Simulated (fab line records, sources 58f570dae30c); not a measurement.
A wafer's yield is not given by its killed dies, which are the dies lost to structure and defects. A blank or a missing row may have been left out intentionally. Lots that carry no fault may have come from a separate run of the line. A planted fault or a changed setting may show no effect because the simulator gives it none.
Chamber matching + flow berkeley-cmos170 + UCB170_V2_CVD_00 on pecvd-04 has 3 sister chambers
The step deposits SiO2 from TEOS/O2, target thk 2000 nm, time 250 s. 3 wafers are shown with their chamber, then 7 later ones without.

EACH WAFER AND ITS CHAMBER
| wafer  | chamber | heater-power-w (W) |
|--------|---------|--------------------|
| L537.5 | 0       | 269                |
| L538.2 | 2       | 174                |
| L538.3 | 1       | 318                |

WAFERS WHOSE CHAMBER IS MISSING
| wafer  | heater-power-w (W) |
|--------|--------------------|
| L538.5 | 231                |
| L552.1 | 245                |
| L552.2 | 259                |
| L552.6 | 323                |
| L551.1 | 195                |
| L551.4 | 320                |
| L551.5 | 272                |

WHICH CHAMBER EACH WENT THROUGH
| wafer  | from the rows above     | in truth                   |
|--------|-------------------------|----------------------------|
| L538.5 | can't be placed: 0 or 2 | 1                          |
| L552.1 | 0                       | 0                          |
| L552.2 | 0                       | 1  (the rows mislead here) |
| L552.6 | 1                       | 1                          |
| L551.1 | 2                       | 2                          |
| L551.4 | 1                       | 1                          |
| L551.5 | 0                       | 0                          |
Correctly placed: 5 of 7. Cannot be placed on the basis of these rows: 1; the candidates contain the true chamber in 0. Placed wrongly: 1.
How it was worked out, from the rows above alone: a wafer's distance from a chamber is the root of the sum, over the readings, of the square of ((its reading less the chamber's mean) divided by the reading's scatter). If the next closest chamber is less than 2 further off than the closest, the wafer can't be placed; otherwise it belongs to the closest. Each chamber's mean is taken over the wafers shown for it. The scatter: root of mean squared gap, hidden wafer to nearest shown wafer, with one shown wafer a chamber.
